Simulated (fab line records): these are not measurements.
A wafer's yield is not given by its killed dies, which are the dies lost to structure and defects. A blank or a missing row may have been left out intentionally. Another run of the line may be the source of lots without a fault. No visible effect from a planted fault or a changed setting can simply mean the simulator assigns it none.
What tool caused it?	flow berkeley cmos170	21 wafers sampled from 7 lots at 1 step of a route of 331

## WHAT THE GAUGES SHOWED, per wafer
UCB170_M2_THK_MEAS_03: measures by xrf.
lot	measured	on	M2_AL_THK (nm)
L271	day 8 18:35	film metro-02	877 886 878
L272	day 9 07:14	film metro-02	867 870 878
L276	day 10 14:05	film metro-04	872 881 888
L282	day 11 15:40	film metro-02	875 881 879
L285	day 12 10:35	film metro-02	879 868 868
L287	day 12 17:48	film metro-04	890 894 887
L291	day 13 19:02	film metro-02	876 877 882

## WHAT TOOL EACH LOT RAN ON (gives the tool, then ch and the chambers of the sampled wafers, and finally the start)
No process step before these readings appears in the record.

## THE ANSWER, worked out from the rows above alone
Rule: what is usual is taken from the lots themselves. Put in order of their means at a reading, lots are off if they are a third of the lots or fewer, leave a main group of 4 or more, and stand apart from it by a gap of 3 or more times the standard deviation of the main group's means; of several such gaps the widest counts. A main group whose means are all the same, to the digits that the tables above print for the reading, isn't used. Also off: a lot with no number at a reading for which 4 or more lots have one. The other lots that the step has rows for count as sound.
Across all readings shown, no lot is off: no conclusion can be drawn from this.

## WHAT HAD BEEN PUT IN BY THE SIMULATOR
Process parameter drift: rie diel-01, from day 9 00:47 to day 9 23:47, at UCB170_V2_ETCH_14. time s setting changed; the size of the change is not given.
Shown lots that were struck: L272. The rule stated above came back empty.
